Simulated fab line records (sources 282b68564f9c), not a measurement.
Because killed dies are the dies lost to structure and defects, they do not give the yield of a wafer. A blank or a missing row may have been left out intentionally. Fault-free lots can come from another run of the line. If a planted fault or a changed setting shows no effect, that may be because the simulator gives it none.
fab line records + flow ritCmos
record
- lots=14
- wafers=42
- lastDay=7
route steps=202 shown NSD@139 M1@202
lots with no fault: from the same line, run without faults
startH: hours from the record's opening day to when the first of the lot's shown wafers began + waitH: how many hours have passed since the lot's step before this one + " repeats the value in the row above + L1.1+2: a row that stands for several wafers + - no value, or no start was given + * or withheld: withheld + < > ~ a bound
route shown NAME@n: names a module that has steps shown in the file, with the first one's number in the route + usual: mean and standard deviation over wafers with no fault + same: alike in all rows + chamber/n: place in a boat + sites: the reading at each site + _std_site: standard deviation of those values + _edge_site: inner sites' mean taken away from outer sites' mean + radiusMm: how far each site lies from the wafer's centre + mask NAME#n: copy n + behind: the most recent tool/chamber to have shaped the wafer + hold: reason for holding the lot/hours on hold/outcome of the hold + device: transistor that didn't switch, given as n, p or np + end of line: the tests these same wafers got at the end of their route + where a step has no rows: the recipe by itself + killed: dies lost to structure and defects at the first sort, not the wafer's yield + map: shows each die of a wafer: x if killed, . if not, _ if none is there
set.NAME: the setting that was run; set.NAME@STEP: the one run at that earlier step + model.NAME: the simulator's own value behind a step, which no gauge read
a sample of lots followed through the steps of the route, with each step as a table and each wafer as a row
services: when a tool's chamber went out of use (startH, in hours from the record's first day, below 0 if earlier), for how many hours, and the reason
## steps
# step RIT_NSD_IMPLANT_08
# recipe
- species=P
- energyKev=25
- doseCm2=1e+15
- tiltDeg=7
# usual
- beamEnergyKeV=25.000/0.0077
| lot.wafer | tool         | chamber | startH | waitH | beamEnergyKeV |
|-----------|--------------|---------|--------|-------|---------------|
| L338.3    | implanter-03 | 0       | 52.79  | 0.1   | 24.999        |
| L338.4    | "            | 0       | "      | "     | 25.002        |
| L338.5    | "            | 0       | "      | "     | 25.000        |
| L339.2    | implanter-02 | 0       | 54.81  | 0.1   | 24.989        |
| L339.4    | "            | 0       | "      | "     | 24.998        |
| L339.6    | "            | 0       | "      | "     | 24.998        |
| L340.1    | implanter-03 | 0       | 63.18  | 0.1   | 24.998        |
| L340.2    | "            | 0       | "      | "     | 24.998        |
| L340.4    | "            | 0       | "      | "     | 24.998        |
| L341.3    | implanter-02 | 0       | 64.75  | 0.1   | 25.009        |
| L341.4    | "            | 0       | "      | "     | 25.012        |
| L341.5    | "            | 0       | "      | "     | 25.001        |
| L342.1    | implanter-02 | 0       | 71.35  | 0.1   | 24.999        |
| L342.3    | "            | 0       | "      | "     | 25.002        |
| L342.6    | "            | 0       | "      | "     | 24.999        |
| L344.1    | implanter-03 | 0       | 77.91  | 0.1   | 24.998        |
| L344.4    | "            | 0       | "      | "     | 25.004        |
| L344.5    | "            | 0       | "      | "     | 25.007        |
| L345.1    | implanter-02 | 0       | 81.42  | 0.1   | 25.000        |
| L345.4    | "            | 0       | "      | "     | 25.000        |
| L345.6    | "            | 0       | "      | "     | 25.002        |
| L347.2    | implanter-02 | 0       | 92.30  | 0.1   | 25.010        |
| L347.5    | "            | 0       | "      | "     | 25.002        |
| L347.6    | "            | 0       | "      | "     | 24.995        |
| L348.1    | implanter-03 | 0       | 97.48  | 0.1   | 25.012        |
| L348.2    | "            | 0       | "      | "     | 25.009        |
| L348.6    | "            | 0       | "      | "     | 25.011        |
| L349.1    | implanter-02 | 0       | 101.83 | 0.1   | 25.011        |
| L349.5    | "            | 0       | "      | "     | 25.000        |
| L349.6    | "            | 0       | "      | "     | 25.006        |
| L355.1    | implanter-03 | 0       | 132.13 | 0.1   | 23.558        |
| L355.3    | "            | 0       | "      | "     | 23.565        |
| L355.6    | "            | 0       | "      | "     | 23.567        |
| L358.1    | implanter-03 | 0       | 147.94 | 0.1   | 23.579        |
| L358.2    | "            | 0       | "      | "     | 23.573        |
| L358.5    | "            | 0       | "      | "     | 23.573        |
| L359.1    | implanter-04 | 0       | 152.26 | 0.1   | 24.990        |
| L359.4    | "            | 0       | "      | "     | 24.993        |
| L359.6    | "            | 0       | "      | "     | 24.981        |
| L361.1    | implanter-02 | 0       | 161.34 | 0.1   | 24.997        |
| L361.2    | "            | 0       | "      | "     | 24.993        |
| L361.5    | "            | 0       | "      | "     | 25.006        |
# step RIT_M1_PROBE_99
# usual
- killed_at_M0_to_M3=0.0/0.083
- killedAtContacts=0.1/0.24
- killedAtFrontEnd=7.1/2.8
- killedDies=7.2/2.8
- killedOpen=3.6/2.1
- killedShort=3.6/1.9
# same
- grossDies=264
- killed_at_M4_up=0
- killedAtBackSide=0
- killedAtOther=0
| lot.wafer | tool      | chamber | startH | waitH | killed_at_M0_to_M3 | killedAtContacts | killedAtFrontEnd | killedDies | killedOpen | killedShort |
|-----------|-----------|---------|--------|-------|--------------------|------------------|------------------|------------|------------|-------------|
| L349.1    | prober-01 | -       | 111.43 | 0.1   | 0                  | 0                | 6                | 6          | 3          | 3           |
| L349.5    | prober-01 | -       | 111.63 | 0.2   | 0                  | 0                | 4                | 4          | 1          | 3           |
| L349.6    | prober-01 | -       | 111.68 | 0.2   | 0                  | 0                | 5                | 5          | 2          | 3           |
| L355.1    | prober-01 | -       | 142.20 | 0.1   | 0                  | 0                | 7                | 7          | 4          | 3           |
| L355.3    | prober-01 | -       | 142.30 | 0.2   | 0                  | 0                | 10               | 10         | 6          | 4           |
| L355.6    | prober-01 | -       | 142.45 | 0.2   | 0                  | 0                | 10               | 10         | 4          | 6           |
# killed by level:class
L349.1 FOX1:geometricParticle:open=2 FOX1:geometricParticle:short=2 GATE:geometricParticle:short=1 SPACER:geometricParticle:open=1
L349.5 FOX1:geometricParticle:short=1 REOX:geometricParticle:short=1 SPACER:geometricParticle:open=1 SILICIDE:geometricParticle:short=1
L349.6 GATE:geometricParticle:short=3 FOX1:geometricParticle:open=2
L355.1 FOX2:geometricParticle:short=2 SPACER:geometricParticle:open=2 FOX2:geometricParticle:open=1 GATE:geometricParticle:open=1 REOX:geometricParticle:short=1
L355.3 FOX1:geometricParticle:open=2 FOX2:geometricParticle:open=2 GATE:geometricParticle:open=2 GATE:geometricParticle:short=2 FOX1:geometricParticle:short=1 FOX2:geometricParticle:short=1
L355.6 FOX1:geometricParticle:open=2 SPACER:geometricParticle:short=2 ACTIVE:geometricParticle:short=1 FOX1:geometricParticle:short=1 GATE:geometricParticle:short=1 REOX:geometricParticle:open=1 SILICIDE:geometricParticle:short=1 SILICIDE:geometricParticle:open=1
## services
| tool         | chamber | startH | hours | kind   |
|--------------|---------|--------|-------|--------|
| implanter-04 | -       | 36.05  | 80.3  | repair |
| implanter-04 | -       | 95.03  | 3.4   | repair |
| implanter-04 | -       | 111.67 | 1.7   | repair |
| implanter-04 | -       | 116.35 | 11.3  | pm     |
| implanter-03 | -       | 123.77 | 4.4   | pm     |
| implanter-03 | -       | 124.83 | 2.8   | repair |
| implanter-04 | -       | 127.63 | 4.0   | pm     |
| implanter-04 | -       | 131.66 | 2.2   | pm     |
| implanter-03 | -       | 145.00 | 1.8   | repair |
## key
firstSign
- step=RIT_NSD_IMPLANT_08
- reading=beamEnergyKeV
- direction=down
- sigmas=99+
- usual=25.000
- struck=23.569
effect none on later readings
metAt RIT_NSD_IMPLANT_08
struckLots L355,L358
testerLeftOut L355,L358
onsetBetween 97.48 132.13
fault
- kind=processParameterDrift
- tool=implanter-03
- chamber=-
- onsetH=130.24
- steps=RIT_NSD_IMPLANT_08
- channel=energyKev
- offset=-1.4345
- shape=step
- endH=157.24
- actsIn=theseRecipesOnly
- stated=25
# testerLeftOut: of these lots the tester's yield and bins aren't shown, on N5 and GAA mostly nor the transistor test; their killed dies are dies lost to structure and defects alone, not to doping, threshold or leakage, so they don't give the yield
